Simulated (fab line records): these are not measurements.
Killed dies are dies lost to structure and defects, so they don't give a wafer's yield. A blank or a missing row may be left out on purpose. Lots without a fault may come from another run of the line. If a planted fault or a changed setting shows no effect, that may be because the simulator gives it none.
fab line records | flow berkeley_cmos170
record lots=14 | wafers=42 | last_day=12
route steps=331 shown CONTACT@224 M1@250 V1@269 M2@273
lots that met no fault: from a run of the same line without faults
start_h: start of the lot's first displayed wafer, in hours after the record's first day | wait_h: hours elapsed since this lot's preceding step | " as in the row above | L1.1+2: one row covering several wafers at once | - either no value or no given start | * or withheld: withheld | < > ~ a bound
route shown NAME@n: NAME is a module with steps in the file, n the number in the route of the first one | usual: average and standard deviation across the fault-free wafers | same: alike in all rows | chamber/n: place in a boat | sites: the reading at each site | _std_site: how widely they spread, as a standard deviation | _edge_site: outer sites' mean less inner sites' | radius_mm: how far each site lies from the wafer's centre | mask NAME#n: copy n | behind: tool/chamber where the wafer was last shaped | hold: the reason the lot was held/the length of the hold in hours/how it ended | device: names the non-switching transistor (n, p or np) | end of line: at the end of the route, the tests of the same wafers | where a step has no rows: the recipe by itself | killed: count of dies lost to structure and defects at first sort (not the wafer's yield) | map: a wafer's dies, x killed, . not, _ none there
set.NAME: setting as actually run; set.NAME@STEP: the setting as run at that earlier step | model.NAME: the simulator's own value behind a step, which no gauge read
steps of the route over a sample of lots; a table a step, a row a wafer
services: the hour from which a tool's chamber was out of use, counted from the record's first day as start_h (under 0 if before that day), plus the number of hours and why
## steps
# step UCB170_CONTACT_RTA_08
# recipe temp_c=900 | time_s=10 | ambient=N2
# usual lamp_power_pct=21.2/1.7 | wafer_temp_C_max=905.1/1.1
lot.wafer | tool          | chamber | start_h | wait_h | lamp_power_pct | wafer_temp_C_max
L872.1    | rtp_anneal-02 | 0       | 140.69  | 0.0    | 19.4           | 903.6
L872.4    | "             | 0       | "       | "      | 19.5           | 903.9
L872.5    | "             | 0       | "       | "      | 19.4           | 904.7
L875.1    | rtp_anneal-01 | 0       | 154.08  | 0.0    | 22.8           | 906.5
L875.2    | "             | 0       | "       | "      | 22.8           | 903.8
L875.5    | "             | 0       | "       | "      | 22.8           | 908.0
L876.1    | rtp_anneal-02 | 0       | 165.91  | 0.0    | 19.5           | 904.0
L876.3    | "             | 0       | "       | "      | 19.5           | 904.1
L876.4    | "             | 0       | "       | "      | 19.4           | 904.0
L877.2    | rtp_anneal-01 | 0       | 166.10  | 0.0    | 22.8           | 903.6
L877.3    | "             | 0       | "       | "      | 22.8           | 903.9
L877.5    | "             | 0       | "       | "      | 22.8           | 905.2
L878.1    | rtp_anneal-02 | 0       | 173.41  | 0.0    | 19.4           | 904.2
L878.5    | "             | 0       | "       | "      | 19.5           | 905.3
L878.6    | "             | 0       | "       | "      | 19.5           | 905.0
L879.2    | rtp_anneal-01 | 0       | 173.42  | 0.0    | 22.8           | 905.1
L879.3    | "             | 0       | "       | "      | 22.8           | 906.5
L879.4    | "             | 0       | "       | "      | 22.8           | 905.2
L882.2    | rtp_anneal-02 | 0       | 202.25  | 0.0    | 19.5           | 905.6
L882.3    | "             | 0       | "       | "      | 19.4           | 906.9
L882.4    | "             | 0       | "       | "      | 19.5           | 904.9
L883.3    | rtp_anneal-02 | 0       | 202.44  | 0.0    | 19.5           | 904.5
L883.4    | "             | 0       | "       | "      | 19.5           | 903.6
L883.6    | "             | 0       | "       | "      | 19.5           | 903.9
L887.1    | rtp_anneal-01 | 0       | 213.84  | 0.0    | 22.8           | 907.3
L887.2    | "             | 0       | "       | "      | 22.7           | 905.9
L887.6    | "             | 0       | "       | "      | 22.8           | 904.7
L890.2    | rtp_anneal-01 | 0       | 223.92  | 0.0    | 22.8           | 906.5
L890.4    | "             | 0       | "       | "      | 22.8           | 906.5
L890.5    | "             | 0       | "       | "      | 22.8           | 905.0
L891.1    | rtp_anneal-02 | 0       | 245.95  | 0.0    | 19.5           | 903.7
L891.5    | "             | 0       | "       | "      | 19.4           | 905.8
L891.6    | "             | 0       | "       | "      | 19.5           | 905.5
L892.2    | rtp_anneal-01 | 0       | 247.12  | 0.0    | 22.7           | 906.7
L892.4    | "             | 0       | "       | "      | 22.8           | 905.3
L892.6    | "             | 0       | "       | "      | 22.8           | 906.8
L894.2    | rtp_anneal-01 | 0       | 255.86  | 0.0    | 22.8           | 907.0
L894.4    | "             | 0       | "       | "      | 22.8           | 905.6
L894.5    | "             | 0       | "       | "      | 22.8           | 905.3
L895.2    | rtp_anneal-02 | 0       | 257.68  | 0.0    | 19.5           | 903.7
L895.3    | "             | 0       | "       | "      | 19.4           | 905.3
L895.6    | "             | 0       | "       | "      | 19.5           | 904.3
# step UCB170_M1_METAL_ETCH_12
# recipe chemistry=Cl2/BCl3 | target=Al | stop_on=PSG | pressure_mtorr=12 | target_depth_a=7800 | over_etch_frac=0.3 | time_s=130 | icp_w=600 | bias_w=120 | Cl2_flow_sccm=90 | bcl3_flow_sccm=45
# usual drypump_motor_current_A=5.8/0.47 | oes_product_au=0.847/0.012 | throttle_valve_pct=24.36/0.15
lot.wafer | tool         | chamber | start_h | wait_h | drypump_motor_current_A | oes_product_au | rf_hours_counter_h | throttle_valve_pct
L872.1    | rie_metal-02 | 1       | 144.27  | -      | 6.3                     | 0.859          | 2                  | 24.22
L872.4    | "            | 0       | "       | "      | 5.0                     | 0.851          | -                  | 24.17
L872.5    | "            | 0       | "       | "      | 5.1                     | 0.847          | -                  | 24.17
L875.1    | rie_metal-03 | 0       | 160.18  | -      | 5.3                     | 0.826          | 3                  | 24.40
L875.2    | "            | 1       | "       | "      | 6.0                     | 0.850          | 6                  | 24.44
L875.5    | "            | 1       | "       | "      | 6.0                     | 0.860          | -                  | 24.45
L876.1    | rie_metal-03 | 0       | 169.13  | -      | 5.3                     | 0.840          | 4                  | 24.39
L876.3    | "            | 0       | "       | "      | 5.3                     | 0.835          | -                  | 24.39
L876.4    | "            | 0       | "       | "      | 5.3                     | 0.841          | -                  | 24.38
L877.2    | rie_metal-01 | 1       | 169.30  | -      | 6.3                     | 0.859          | -                  | 24.32
L877.3    | "            | 1       | "       | "      | 6.3                     | 0.865          | -                  | 24.31
L877.5    | "            | 1       | "       | "      | 6.3                     | 0.863          | -                  | 24.33
L878.1    | rie_metal-02 | 1       | 179.52  | -      | 6.3                     | 0.843          | 3                  | 24.22
L878.5    | "            | 0       | "       | "      | 5.1                     | 0.841          | -                  | 24.17
L878.6    | "            | 1       | "       | "      | 6.3                     | 0.845          | -                  | 24.22
L879.2    | rie_metal-03 | 0       | 179.59  | -      | 5.3                     | 0.795          | -                  | 24.41
L879.3    | "            | 0       | "       | "      | 5.3                     | 0.795          | -                  | 24.42
L879.4    | "            | 0       | "       | "      | 5.3                     | 0.811          | -                  | 24.42
L882.2    | rie_metal-03 | 1       | 206.44  | -      | 6.0                     | 0.832          | 7                  | 24.44
L882.3    | "            | 0       | "       | "      | 5.3                     | 0.802          | -                  | 24.40
L882.4    | "            | 1       | "       | "      | 6.0                     | 0.829          | -                  | 24.44
L883.3    | rie_metal-02 | 1       | 206.88  | -      | 6.3                     | 0.847          | -                  | 24.22
L883.4    | "            | 0       | "       | "      | 5.0                     | 0.842          | -                  | 24.17
L883.6    | "            | 0       | "       | "      | 5.1                     | 0.844          | -                  | 24.16
L887.1    | rie_metal-01 | 1       | 217.80  | -      | 6.3                     | 0.859          | 11                 | 24.33
L887.2    | "            | 0       | "       | "      | 5.8                     | 0.838          | 1                  | 24.70
L887.6    | "            | 1       | "       | "      | 6.3                     | 0.861          | -                  | 24.34
L890.2    | rie_metal-02 | 1       | 227.99  | -      | 6.3                     | 0.842          | 4                  | 24.22
L890.4    | "            | 1       | "       | "      | 6.3                     | 0.845          | -                  | 24.21
L890.5    | "            | 0       | "       | "      | 5.0                     | 0.843          | -                  | 24.17
L891.1    | rie_metal-02 | 0       | 248.87  | -      | 5.0                     | 0.835          | 4                  | 24.17
L891.5    | "            | 1       | "       | "      | 6.3                     | 0.842          | -                  | 24.20
L891.6    | "            | 0       | "       | "      | 5.0                     | 0.844          | -                  | 24.16
L892.2    | rie_metal-01 | 1       | 250.13  | -      | 6.3                     | 0.857          | 13                 | 24.34
L892.4    | "            | 1       | "       | "      | 6.3                     | 0.850          | -                  | 24.34
L892.6    | "            | 1       | "       | "      | 6.4                     | 0.858          | -                  | 24.33
L894.2    | rie_metal-02 | 0       | 259.17  | -      | 5.0                     | 0.839          | 4                  | 24.17
L894.4    | "            | 1       | "       | "      | 6.3                     | 0.851          | -                  | 24.22
L894.5    | "            | 1       | "       | "      | 6.3                     | 0.857          | -                  | 24.21
L895.2    | rie_metal-03 | 1       | 260.98  | -      | 5.9                     | 0.862          | 8                  | 24.44
L895.3    | "            | 1       | "       | "      | 5.9                     | 0.857          | -                  | 24.43
L895.6    | "            | 0       | "       | "      | 5.3                     | 0.846          | -                  | 24.41
# step UCB170_M1_CD_MEAS_90
# recipe target_cd_nm=700
# usual cd_nm=699.8/1.8
lot.wafer | tool      | chamber | start_h | wait_h | cd_nm
L872.1    | cd_sem-01 | -       | 144.51  | 0.1    | 698.8
L872.4    | "         | -       | "       | "      | 696.6
L872.5    | "         | -       | "       | "      | 695.1
L875.1    | cd_sem-02 | -       | 160.41  | 0.1    | 701.6
L875.2    | "         | -       | "       | "      | 702.8
L875.5    | "         | -       | "       | "      | 700.9
L876.1    | cd_sem-02 | -       | 169.45  | 0.1    | 699.4
L876.3    | "         | -       | "       | "      | 698.6
L876.4    | "         | -       | "       | "      | 701.5
L877.2    | cd_sem-01 | -       | 169.72  | 0.1    | 699.6
L877.3    | "         | -       | "       | "      | 699.4
L877.5    | "         | -       | "       | "      | 699.6
L878.1    | cd_sem-01 | -       | 179.75  | 0.1    | 701.2
L878.5    | "         | -       | "       | "      | 695.4
L878.6    | "         | -       | "       | "      | 700.2
L879.2    | cd_sem-01 | -       | 179.93  | 0.1    | 708.1
L879.3    | "         | -       | "       | "      | 709.2
L879.4    | "         | -       | "       | "      | 707.3
L882.2    | cd_sem-02 | -       | 206.90  | 0.3    | 709.0
L882.3    | "         | -       | "       | "      | 706.0
L882.4    | "         | -       | "       | "      | 705.6
L883.3    | cd_sem-01 | -       | 207.11  | 0.1    | 698.6
L883.4    | "         | -       | "       | "      | 698.9
L883.6    | "         | -       | "       | "      | 696.9
L887.1    | cd_sem-01 | -       | 218.03  | 0.1    | 697.7
L887.2    | "         | -       | "       | "      | 695.5
L887.6    | "         | -       | "       | "      | 698.1
L890.2    | cd_sem-02 | -       | 228.24  | 0.1    | 697.8
L890.4    | "         | -       | "       | "      | 699.2
L890.5    | "         | -       | "       | "      | 698.8
L891.1    | cd_sem-01 | -       | 249.10  | 0.1    | 700.3
L891.5    | "         | -       | "       | "      | 701.2
L891.6    | "         | -       | "       | "      | 701.6
L892.2    | cd_sem-02 | -       | 250.38  | 0.1    | 700.9
L892.4    | "         | -       | "       | "      | 699.9
L892.6    | "         | -       | "       | "      | 700.0
L894.2    | cd_sem-02 | -       | 259.42  | 0.1    | 698.5
L894.4    | "         | -       | "       | "      | 701.2
L894.5    | "         | -       | "       | "      | 701.1
L895.2    | cd_sem-02 | -       | 261.23  | 0.1    | 699.1
L895.3    | "         | -       | "       | "      | 697.9
L895.6    | "         | -       | "       | "      | 700.2
# step UCB170_V1_STRIP_15
# recipe chemistry=O2 | power_w=400 | pressure_mtorr=3500 | platen_temp_c=withheld | o2_flow_sccm=400 | overash_fraction=0.5
# usual drypump_motor_current_A=5.6/0.32 | oes_product_au=0.722/0.0046 | strip_time_to_endpoint_s=15.36/0.13
# same overash_fraction=0.5
lot.wafer | tool            | chamber | start_h | wait_h | drypump_motor_current_A | oes_product_au | rf_hours_counter_h | strip_time_to_endpoint_s
L872.1    | plasma_asher-04 | 1       | 152.51  | 0.1    | 6.1                     | 0.713          | 4                  | 15.50
L872.4    | "               | 1       | "       | "      | 6.1                     | 0.717          | -                  | 15.28
L872.5    | "               | 1       | "       | "      | 6.1                     | 0.725          | -                  | 15.45
L875.1    | plasma_asher-04 | 1       | 166.25  | 0.1    | 6.1                     | 0.727          | 5                  | 15.50
L875.2    | "               | 0       | "       | "      | 5.7                     | 0.721          | 5                  | 15.32
L875.5    | "               | 1       | "       | "      | 6.1                     | 0.723          | -                  | 15.43
L876.1    | plasma_asher-01 | 1       | 179.10  | 0.1    | 5.2                     | 0.721          | 50                 | 15.25
L876.3    | "               | 0       | "       | "      | 5.7                     | 0.714          | -                  | 15.43
L876.4    | "               | 1       | "       | "      | 5.2                     | 0.724          | -                  | 15.34
L877.2    | plasma_asher-03 | 1       | 179.12  | 0.1    | 5.5                     | 0.725          | 46                 | 15.25
L877.3    | "               | 1       | "       | "      | 5.5                     | 0.724          | -                  | 15.47
L877.5    | "               | 1       | "       | "      | 5.5                     | 0.723          | -                  | 15.31
L878.1    | plasma_asher-04 | 1       | 186.25  | 0.1    | 6.1                     | 0.716          | 7                  | 15.40
L878.5    | "               | 0       | "       | "      | 5.7                     | 0.716          | -                  | 15.40
L878.6    | "               | 1       | "       | "      | 6.1                     | 0.726          | -                  | 15.37
L879.2    | plasma_asher-03 | 1       | 186.42  | 0.1    | 5.5                     | 0.720          | 47                 | 15.27
L883.3    | plasma_asher-04 | 1       | 215.83  | 0.1    | 6.1                     | 0.727          | -                  | 15.34
L883.4    | "               | 0       | "       | "      | 5.7                     | 0.724          | -                  | 15.37
L883.6    | "               | 0       | "       | "      | 5.8                     | 0.722          | -                  | 15.41
L887.1    | plasma_asher-03 | 1       | 225.94  | 0.1    | 5.5                     | 0.718          | 51                 | 15.41
L887.2    | "               | 0       | "       | "      | 5.2                     | 0.722          | 51                 | 15.53
L887.6    | "               | 1       | "       | "      | 5.5                     | 0.722          | -                  | 15.40
L890.2    | plasma_asher-03 | 1       | 236.36  | 0.1    | 5.5                     | 0.723          | 53                 | 15.27
L890.4    | "               | 0       | "       | "      | 5.2                     | 0.723          | -                  | 15.42
L890.5    | "               | 1       | "       | "      | 5.5                     | 0.714          | -                  | 15.50
L891.1    | plasma_asher-04 | 0       | 257.95  | 0.1    | 5.7                     | 0.719          | 15                 | 15.37
L891.5    | "               | 0       | "       | "      | 5.8                     | 0.725          | -                  | 15.44
L891.6    | "               | 1       | "       | "      | 6.1                     | 0.721          | -                  | 15.34
L892.2    | plasma_asher-01 | 1       | 258.07  | 0.1    | 5.3                     | 0.718          | 58                 | 15.03
L892.4    | "               | 1       | "       | "      | 5.2                     | 0.715          | -                  | 15.13
L892.6    | "               | 0       | "       | "      | 5.7                     | 0.723          | -                  | 15.15
L894.2    | plasma_asher-03 | 0       | 265.91  | 0.1    | 5.2                     | 0.718          | 55                 | 15.08
L894.4    | "               | 1       | "       | "      | 5.5                     | 0.719          | -                  | 15.24
L894.5    | "               | 1       | "       | "      | 5.5                     | 0.721          | -                  | 15.10
L895.2    | plasma_asher-04 | 0       | 266.19  | 0.1    | 5.8                     | 0.719          | 15                 | 15.23
L895.3    | "               | 0       | "       | "      | 5.7                     | 0.724          | -                  | 15.13
L895.6    | "               | 1       | "       | "      | 6.1                     | 0.724          | -                  | 15.14
# step UCB170_M2_RS_MEAS_02
# recipe thk_meas_gauge=four-point-probe | reads=Al_of_M2_SPUTTER_01
# usual M2_AL_RS=0.0321/0.00033
lot.wafer | tool          | chamber | start_h | wait_h | M2_AL_RS[ohm/sq]
L872.1    | film_metro-02 | -       | 152.88  | 0.0    | 0.0316
L872.4    | "             | -       | "       | "      | 0.0317
L872.5    | "             | -       | "       | "      | 0.0314
L875.1    | film_metro-02 | -       | 166.62  | 0.0    | 0.0321
L875.2    | "             | -       | "       | "      | 0.0322
L875.5    | "             | -       | "       | "      | 0.0319
L876.1    | film_metro-04 | -       | 179.47  | 0.0    | 0.0319
L876.3    | "             | -       | "       | "      | 0.0317
L876.4    | "             | -       | "       | "      | 0.0320
L877.2    | film_metro-02 | -       | 179.51  | 0.1    | 0.0317
L877.3    | "             | -       | "       | "      | 0.0319
L877.5    | "             | -       | "       | "      | 0.0318
L878.1    | film_metro-01 | -       | 186.62  | 0.0    | 0.0322
L878.5    | "             | -       | "       | "      | 0.0320
L878.6    | "             | -       | "       | "      | 0.0321
L879.2    | film_metro-02 | -       | 186.81  | 0.1    | 0.0317
L883.3    | film_metro-01 | -       | 216.25  | 0.1    | 0.0325
L883.4    | "             | -       | "       | "      | 0.0321
L883.6    | "             | -       | "       | "      | 0.0327
L887.1    | film_metro-02 | -       | 226.65  | 0.1    | 0.0321
L887.2    | "             | -       | "       | "      | 0.0325
L887.6    | "             | -       | "       | "      | 0.0326
L890.2    | film_metro-04 | -       | 236.75  | 0.1    | 0.0317
L890.4    | "             | -       | "       | "      | 0.0320
L890.5    | "             | -       | "       | "      | 0.0319
L891.1    | film_metro-01 | -       | 258.32  | 0.0    | 0.0327
L891.5    | "             | -       | "       | "      | 0.0324
L891.6    | "             | -       | "       | "      | 0.0319
L892.2    | film_metro-04 | -       | 258.47  | 0.1    | 0.0323
L892.4    | "             | -       | "       | "      | 0.0321
L892.6    | "             | -       | "       | "      | 0.0320
L894.2    | film_metro-04 | -       | 266.30  | 0.1    | 0.0320
L894.4    | "             | -       | "       | "      | 0.0325
L894.5    | "             | -       | "       | "      | 0.0325
L895.2    | film_metro-02 | -       | 266.58  | 0.1    | 0.0319
L895.3    | "             | -       | "       | "      | 0.0324
L895.6    | "             | -       | "       | "      | 0.0317
## services
tool            | chamber | start_h | hours | kind
plasma_asher-04 | 0       | 117.75  | -     | clean
plasma_asher-04 | 1       | 117.75  | -     | clean
rie_metal-01    | -       | 118.46  | 2.8   | pm
rie_metal-02    | 1       | 121.74  | 5.3   | repair
rtp_anneal-02   | -       | 126.65  | 1.0   | pm
plasma_asher-04 | -       | 129.53  | 5.8   | repair
rie_metal-01    | 0       | 154.67  | -     | clean
rie_metal-01    | 0       | 154.67  | 16.2  | scheduled_down
rie_metal-01    | 0       | 154.67  | 16.2  | vent_cycle
rie_metal-02    | -       | 156.96  | 15.6  | pm
rie_metal-03    | 0       | 209.27  | 16.3  | repair
rie_metal-03    | -       | 222.56  | 2.8   | pm
plasma_asher-04 | -       | 222.89  | 1.3   | repair
rie_metal-03    | -       | 239.00  | 1.4   | pm
rie_metal-02    | -       | 262.14  | 0.8   | repair
## key
first_sign step=UCB170_M1_METAL_ETCH_12 | reading=oes_product_au | direction=down | sigmas=2.9 | usual=0.847 | struck=0.811 | wafers_moved=4
effect step=UCB170_M1_CD_MEAS_90 | reading=cd_nm | direction=up | sigmas=4.3 | usual=699.8 | struck=707.5
met_at UCB170_M1_METAL_ETCH_12
struck_lots L879,L882
later_rows_left_out L879.3,L879.4,L882.2,L882.3,L882.4
sort_left_out L879.2,L879.3,L879.4,L882.2,L882.3,L882.4
not_acting_at UCB170_CONTACT_RTA_08,UCB170_V1_STRIP_15,UCB170_M2_RS_MEAS_02
onset_between 169.13 179.59
fault kind=process_parameter_drift | tool=rie_metal-03 | chamber=- | onset_h=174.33 | steps=UCB170_M1_METAL_ETCH_12 | channel=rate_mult | offset=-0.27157 | shape=step | end_h=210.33
# sort_left_out: the simulated sort isn't trusted on such a fault, so these wafers' sort isn't shown, and their yield isn't known
# later_rows_left_out: the simulator's readings of these wafers behind a module that went badly wrong aren't trusted and aren't shown, but for the sort
